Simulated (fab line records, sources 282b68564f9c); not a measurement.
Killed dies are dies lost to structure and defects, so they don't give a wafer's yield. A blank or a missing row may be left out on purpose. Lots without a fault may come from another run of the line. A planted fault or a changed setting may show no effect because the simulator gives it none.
One fault seen from 2 desks | flow rit_cmos | each desk has only its own numbers; what lay behind them comes last

THE METROLOGY DESK
What the gauges read, lot by lot, whatever tool the lot ran on: means of the sampled wafers that have a number. A lot is out of limits, marked OUT, if its mean lies more than 4 standard deviations from the usual mean; the brackets give that distance.
Columns: A = NSD_RS at RIT_SDANNEAL_RS_MEAS_05, usual 84.55 ohm/sq
lot  | first seen here | A
L434 | day 3 06:16     | 84.78
L435 | day 3 08:29     | 84.51
L436 | day 3 13:28     | 83.94
L437 | day 3 18:54     | 84.27
L438 | day 3 22:38     | 84.43
L451 | day 7 03:16     | 84.75
L454 | day 8 03:31     | 84.37
L455 | day 8 14:03     | 84.81
L456 | day 8 15:56     | 84.22
L457 | day 9 00:50     | 84.42
This desk's finding: nothing out of limits on any of the 10 lots.

THE TOOL OWNER'S DESK: implanter-02
The tool's own readings at RIT_NSD_IMPLANT_08: means of the sampled wafers that have a number, for each lot that ran on this tool. A lot is out of limits, marked OUT, if its mean lies more than 4 standard deviations from the usual mean; the brackets give that distance.
Columns: A = dose_ions_cm2 at RIT_NSD_IMPLANT_08, usual 1.0001e+15
lot  | first seen here | A
L436 | day 3 10:56     | 1.0012e+15
L438 | day 3 20:08     | 9.9953e+14
L448 | day 5 22:23     | 9.9953e+14
L449 | day 6 04:25     | 9.9990e+14
This desk's finding: nothing out of limits on any of the 4 lots.

PUT TOGETHER
The metrology desk saw nothing out of limits.
The tool owner's desk saw nothing out of limits.

WHAT THE SIMULATOR HAD PUT IN
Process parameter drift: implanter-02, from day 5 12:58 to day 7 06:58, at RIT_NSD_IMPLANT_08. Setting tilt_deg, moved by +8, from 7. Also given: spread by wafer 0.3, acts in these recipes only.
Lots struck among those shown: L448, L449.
